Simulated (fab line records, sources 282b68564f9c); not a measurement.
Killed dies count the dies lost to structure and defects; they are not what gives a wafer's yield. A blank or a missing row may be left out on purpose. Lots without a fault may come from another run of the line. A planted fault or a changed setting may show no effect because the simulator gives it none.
Split-lot trial / flow rit_cmos / 23 wafers read across 5 lots, on a route 202 steps long

## ON THE SPLIT
At RIT_NWELL_IMPLANT_08, the setting energy_kev was moved away from the recipe's 170 on 9 of the 23 wafers read, by -3.3% to +3.9%. The other wafers ran this setting at the recipe's value.

The reading comes from the split's own step.

## THE READING
implant.drp_nm (the simulator's own value, which no gauge read), in nm, at RIT_NWELL_IMPLANT_08. No usual value for it is given in the file.

wafer=L074.2; tool, chamber at the split=implanter-01, 0; energy_kev as run=164.4; against the recipe=-3.3%; implant.drp_nm, nm=67.15; against lot-mates on the recipe=-1.67
wafer=L074.3; tool, chamber at the split=implanter-01, 0; energy_kev as run=164.4; against the recipe=-3.3%; implant.drp_nm, nm=67.15; against lot-mates on the recipe=-1.67
wafer=L074.5; tool, chamber at the split=implanter-01, 0; energy_kev as run=164.4; against the recipe=-3.3%; implant.drp_nm, nm=67.15; against lot-mates on the recipe=-1.67
wafer=L074.4; tool, chamber at the split=implanter-01, 0; energy_kev as run=170; against the recipe=recipe; implant.drp_nm, nm=68.82; against lot-mates on the recipe=-
wafer=L074.6; tool, chamber at the split=implanter-01, 0; energy_kev as run=170; against the recipe=recipe; implant.drp_nm, nm=68.82; against lot-mates on the recipe=-
wafer=L076.2; tool, chamber at the split=implanter-04, 0; energy_kev as run=170; against the recipe=recipe; implant.drp_nm, nm=68.82; against lot-mates on the recipe=-
wafer=L076.3; tool, chamber at the split=implanter-04, 0; energy_kev as run=170; against the recipe=recipe; implant.drp_nm, nm=68.82; against lot-mates on the recipe=-
wafer=L076.4; tool, chamber at the split=implanter-04, 0; energy_kev as run=170; against the recipe=recipe; implant.drp_nm, nm=68.82; against lot-mates on the recipe=-
wafer=L076.5; tool, chamber at the split=implanter-04, 0; energy_kev as run=170; against the recipe=recipe; implant.drp_nm, nm=68.82; against lot-mates on the recipe=-
wafer=L076.6; tool, chamber at the split=implanter-04, 0; energy_kev as run=170; against the recipe=recipe; implant.drp_nm, nm=68.82; against lot-mates on the recipe=-
wafer=L081.1; tool, chamber at the split=implanter-04, 0; energy_kev as run=164.6; against the recipe=-3.2%; implant.drp_nm, nm=67.21; against lot-mates on the recipe=-1.61
wafer=L081.2; tool, chamber at the split=implanter-04, 0; energy_kev as run=164.6; against the recipe=-3.2%; implant.drp_nm, nm=67.21; against lot-mates on the recipe=-1.61
wafer=L081.4; tool, chamber at the split=implanter-04, 0; energy_kev as run=164.6; against the recipe=-3.2%; implant.drp_nm, nm=67.21; against lot-mates on the recipe=-1.61
wafer=L081.3; tool, chamber at the split=implanter-04, 0; energy_kev as run=170; against the recipe=recipe; implant.drp_nm, nm=68.82; against lot-mates on the recipe=-
wafer=L081.5; tool, chamber at the split=implanter-04, 0; energy_kev as run=170; against the recipe=recipe; implant.drp_nm, nm=68.82; against lot-mates on the recipe=-
wafer=L083.1; tool, chamber at the split=implanter-03, 0; energy_kev as run=170; against the recipe=recipe; implant.drp_nm, nm=68.82; against lot-mates on the recipe=-
wafer=L083.2; tool, chamber at the split=implanter-03, 0; energy_kev as run=170; against the recipe=recipe; implant.drp_nm, nm=68.82; against lot-mates on the recipe=-
wafer=L083.5; tool, chamber at the split=implanter-03, 0; energy_kev as run=170; against the recipe=recipe; implant.drp_nm, nm=68.82; against lot-mates on the recipe=-
wafer=L085.2; tool, chamber at the split=implanter-03, 0; energy_kev as run=170; against the recipe=recipe; implant.drp_nm, nm=68.82; against lot-mates on the recipe=-
wafer=L085.4; tool, chamber at the split=implanter-03, 0; energy_kev as run=170; against the recipe=recipe; implant.drp_nm, nm=68.82; against lot-mates on the recipe=-
wafer=L085.3; tool, chamber at the split=implanter-03, 0; energy_kev as run=176.7; against the recipe=+3.9%; implant.drp_nm, nm=70.85; against lot-mates on the recipe=+2.03
wafer=L085.5; tool, chamber at the split=implanter-03, 0; energy_kev as run=176.7; against the recipe=+3.9%; implant.drp_nm, nm=70.85; against lot-mates on the recipe=+2.03
wafer=L085.6; tool, chamber at the split=implanter-03, 0; energy_kev as run=176.7; against the recipe=+3.9%; implant.drp_nm, nm=70.85; against lot-mates on the recipe=+2.03

FIT RESULTS
A straight line over all 23 wafers: implant.drp_nm changes by +0.511 nm for each +1% of energy_kev; r = +1.00; the points scatter about the line by 0.0073 nm.
The same after taking each lot's own level away (the mean of its wafers on the recipe; 23 wafers): +0.511 nm for each +1%; r = +1.00; scatter 0.0073 nm.
That fit puts the effect of the largest move of energy_kev on the reading at 2 nm.
The lots' own levels span 68.820 to 68.820 nm.
The two slopes agree, so the slope changes little with the lot-to-lot level.
Check: for one of the wafers moved furthest among these (+3.9%), held out of the fit, the line's prediction against its lot-mates is +2.02 nm. Against them it came out at +2.03 nm.

## OTHER SPLITS ON THESE WAFERS
Note: prior to the reading, these wafers also went through further splits. Each is held against what the fit with the lots' levels taken away leaves over:
other split on the same wafers=RIT_ACTIVE_CVD_03 sih2cl2_flow_sccm; wafers away from the commonest value=15; r with implant.drp_nm (lot level and that fit taken away)=-0.10
other split on the same wafers=RIT_ACTIVE_COAT_06 resist_thk_nm; wafers away from the commonest value=6; r with implant.drp_nm (lot level and that fit taken away)=-0.18
other split on the same wafers=RIT_FOX1_OXIDATION_00 ox_time_s; wafers away from the commonest value=18; r with implant.drp_nm (lot level and that fit taken away)=-0.36

## THE WHOLE CHAIN: every reading that the file lists as answering this split, in the file's order
step=RIT_NWELL_IMPLANT_08; what it does=; reading=implant.rp_nm (the simulator's own value, which no gauge read); change (the file's fit)=+2.2 nm for each +1% of the setting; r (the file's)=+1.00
step=RIT_NWELL_IMPLANT_08; what it does=; reading=implant.drp_nm (the simulator's own value, which no gauge read); change (the file's fit)=+0.511 nm for each +1% of the setting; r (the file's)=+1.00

## FILE'S OWN FIT
implant.drp_nm changes by +0.511 nm for each +1% of energy_kev, r = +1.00.
